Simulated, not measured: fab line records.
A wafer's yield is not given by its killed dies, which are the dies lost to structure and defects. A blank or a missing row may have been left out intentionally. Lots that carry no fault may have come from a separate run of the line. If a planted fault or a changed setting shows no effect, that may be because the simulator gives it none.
Lot-split experiment | flow rit cmos | route with 202 steps; 5 lots, 23 wafers read

== ABOUT THE SPLIT ==
At RIT_SPACER_CVD_03 (deposits Si3N4 from SiH2Cl2/NH3, target thk 250 nm, time 3300 s), the setting pressure mtorr was moved away from the recipe's 300 mTorr on 20 of the 23 wafers read, by -13.3% to +13.1%. The other wafers ran this setting at the recipe's value.

Split to reading: the file shows no intervening step.

== THE READING ==
SPACER_NITRIDE_THK (nm), taken at RIT_SPACER_THK_MEAS_04. Typical for fault-free wafers on this fab line: 249.7 nm, with standard deviation 2 nm.

wafer  | tool, chamber at the split | pressure mtorr as run, mTorr | against the recipe | SPACER_NITRIDE_THK, nm | against lot-mates on the recipe
L074.1 | -, -                       | 275.4                        | -8.2%              | 243.9                  | no lot-mate on the recipe
L074.2 | -, -                       | 275.4                        | -8.2%              | 242.9                  | no lot-mate on the recipe
L074.3 | -, -                       | 275.4                        | -8.2%              | 241.2                  | no lot-mate on the recipe
L074.4 | -, -                       | 275.4                        | -8.2%              | 242.2                  | no lot-mate on the recipe
L074.6 | -, -                       | 275.4                        | -8.2%              | 242.1                  | no lot-mate on the recipe
L076.2 | lpcvd-02, 0                | 300                          | recipe             | 250.6                  | -
L076.4 | lpcvd-02, 0                | 300                          | recipe             | 252.7                  | -
L076.6 | lpcvd-02, 0                | 300                          | recipe             | 252.6                  | -
L078.1 | -, -                       | 260.1                        | -13.3%             | 238.6                  | no lot-mate on the recipe
L078.2 | -, -                       | 260.1                        | -13.3%             | 237.9                  | no lot-mate on the recipe
L078.3 | -, -                       | 260.1                        | -13.3%             | 242.9                  | no lot-mate on the recipe
L078.4 | -, -                       | 260.1                        | -13.3%             | 239.8                  | no lot-mate on the recipe
L078.5 | -, -                       | 260.1                        | -13.3%             | 239.3                  | no lot-mate on the recipe
L079.1 | -, -                       | 337.6                        | +12.5%             | 258.7                  | no lot-mate on the recipe
L079.2 | -, -                       | 337.6                        | +12.5%             | 258.6                  | no lot-mate on the recipe
L079.4 | -, -                       | 337.6                        | +12.5%             | 259.8                  | no lot-mate on the recipe
L079.5 | -, -                       | 337.6                        | +12.5%             | 261.4                  | no lot-mate on the recipe
L079.6 | -, -                       | 337.6                        | +12.5%             | 259.2                  | no lot-mate on the recipe
L083.1 | -, -                       | 339.2                        | +13.1%             | 255.5                  | no lot-mate on the recipe
L083.2 | -, -                       | 339.2                        | +13.1%             | 257.2                  | no lot-mate on the recipe
L083.3 | -, -                       | 339.2                        | +13.1%             | 257.2                  | no lot-mate on the recipe
L083.4 | -, -                       | 339.2                        | +13.1%             | 255.0                  | no lot-mate on the recipe
L083.5 | -, -                       | 339.2                        | +13.1%             | 255.0                  | no lot-mate on the recipe

FIT RESULTS
A straight line over all 23 wafers: SPACER_NITRIDE_THK changes by +0.7 nm for each +1% of pressure mtorr; r = +0.97; the points scatter about the line by 2.2 nm.
Too few moved wafers with a lot-mate on the recipe to fit a line net of each lot's own level.

== THE WHOLE CHAIN: every reading that the file lists as answering this split, in the file's order ==
step                   | what it does                                                             | reading                                                                        | change (the file's fit)             | r (the file's)
RIT_SPACER_CVD_03      | deposits Si3N4 from SiH2Cl2/NH3, target thk 250 nm, time 3300 s          | Si3N4_of_SPACER_CVD_03.thk nm (the simulator's own value, which no gauge read) | +0.7 nm for each +1% of the setting | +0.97
RIT_SPACER_THK_MEAS_04 |                                                                          | SPACER_NITRIDE_THK                                                             | +0.698 for each +1% of the setting  | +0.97
RIT_SPACER_ETCHBACK_05 | etches Si3N4 in SF6/CHF3, stops on SiO2, target depth 250 nm, time 240 s | etch.depth nm (the simulator's own value, which no gauge read)                 | +0.7 nm for each +1% of the setting | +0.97

== THE FILE'S OWN FIT ==
SPACER_NITRIDE_THK changes by +0.698 nm for each +1% of pressure mtorr, r = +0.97.
